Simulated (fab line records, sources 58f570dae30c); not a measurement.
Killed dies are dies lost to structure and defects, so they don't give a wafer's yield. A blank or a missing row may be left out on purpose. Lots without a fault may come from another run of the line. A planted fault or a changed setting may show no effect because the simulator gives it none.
Which tool did it? | flow berkeley_cmos170 | 6 lots, 18 wafers sampled, at 1 step of a route of 331

WHAT THE GAUGES READ, wafer by wafer
UCB170_GATE_CD_MEAS_90: target cd 350 nm.
lot  | measured     | on        | cd_nm (nm)
L153 | day 7 16:46  | cd_sem-02 | 349.9 351.2 350.0
L152 | day 8 06:08  | cd_sem-02 | 348.9 348.6 349.1
L158 | day 8 12:07  | cd_sem-02 | 349.7 351.8 351.2
L160 | day 9 05:17  | cd_sem-02 | 350.9 349.1 351.0
L169 | day 10 22:31 | cd_sem-01 | 353.7 352.9 352.4
L174 | day 13 02:43 | cd_sem-02 | 348.5 348.2 348.8

WHICH TOOL RAN EACH LOT (tool, then ch and the chambers of the sampled wafers, then the start)
The record holds no process step before these readings.

THE ANSWER, worked out from the rows above alone
Rule: what is usual is taken from the lots themselves. Put in order of their means at a reading, lots are off if they are a third of the lots or fewer, leave a main group of 4 or more, and stand apart from it by a gap of 3 or more times the standard deviation of the main group's means; of several such gaps the widest counts. A main group whose means are all the same, to the digits that the tables above print for the reading, isn't used. A lot without any number at a reading at which 4 lots or more have one is off too. The other lots that the step has rows for count as sound.
No lot is off at any reading shown: from this, nothing can be told.

WHAT THE SIMULATOR HAD PUT IN
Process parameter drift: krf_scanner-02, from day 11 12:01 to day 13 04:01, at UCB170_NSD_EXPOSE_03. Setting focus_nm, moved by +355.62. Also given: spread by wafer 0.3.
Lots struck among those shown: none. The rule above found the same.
